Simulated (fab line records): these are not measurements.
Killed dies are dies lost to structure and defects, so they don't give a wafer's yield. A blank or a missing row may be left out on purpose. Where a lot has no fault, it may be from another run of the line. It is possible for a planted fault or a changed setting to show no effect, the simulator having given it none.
Problem report in the 8D (eight disciplines) form, filled by code    flow berkeley-cmos170    the parts of the form that need people (team, actions taken, sign-off) are left out

## 1. WHAT WENT WRONG
At UCB170_PFIELD_IMPLANT_07, dose-ions-cm2 averages 1.8800e+13 over 6 wafers from 2 lots, while fault-free wafers read 1.9998e+13, standard deviation 2e+10. Measured from the usual mean, that is -60 standard deviations.
First observed at day 8 14:23: wafer L175.1, on implanter-01. Wafers with a number at this step in the record: 42, from 14 lots. Rule for "out" (also "out of limits"): further than 4 standard deviations from the usual mean. The rest of the wafers with a number are treated as sound.

## 2. WHAT THIS IS AND IS NOT
question                     is                      is not
which readings at this step  dose-ions-cm2           -
which lots                   L175, L176              L157, L158, L160, L162, L163, L164, L166, L168, L169, L177, L179, L180
which wafers of those lots   all that have a number  -
read on which tools          implanter-01            implanter-03, implanter-04
when                         from day 8 14:23        up to then (27 sound wafers); but 9 sound wafers of L177, L179, L180 came after

## 3. THE SUSPECTS, EACH WITH WHAT RULES IT OUT
Counting: any tool at a process step up to the reading is kept as a suspect provided that every lot that is out went through it and no sound lot did after the first of them.
- implanter-01 at UCB170_PFIELD_IMPLANT_07: kept. It ran every lot that is out, first L175 (day 8 14:23), and no sound lot after that; its last sound lot up to then is L166 (day 6 15:49). Its own readings are out on those wafers: dose-ions-cm2.
After counting, what remains is implanter-01 at UCB170_PFIELD_IMPLANT_07.

## 4. THE CAUSE (what the simulator had put in)
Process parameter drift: implanter-01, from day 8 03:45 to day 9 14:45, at UCB170_PFIELD_IMPLANT_07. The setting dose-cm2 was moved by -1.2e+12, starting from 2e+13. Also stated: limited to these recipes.
Counting left only this tool.

## 5. THE CHAIN OF EFFECTS, in route order
One row per reading whose mean, taken over the struck wafers that have a number, lies over 3 standard deviations from the usual. Only readings whose record carries a usual standard deviation are examined. hours: median over the lots of the time between each lot's start at the first step of this table that gives one and its start at this step. sigmas: the change, counted in usual standard deviations.
hours  step                      reading        usual       on struck wafers  change       sigmas
0      UCB170_PFIELD_IMPLANT_07  dose-ions-cm2  1.9998e+13  1.8800e+13        -1.1977e+12  -60
Its process steps:
- UCB170_PFIELD_IMPLANT_07

## 6. WHAT WOULD HAVE CAUGHT IT SOONER
In this record no reading fell out of limits until day 8 14:23, 11 hours after the fault had begun at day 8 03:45.
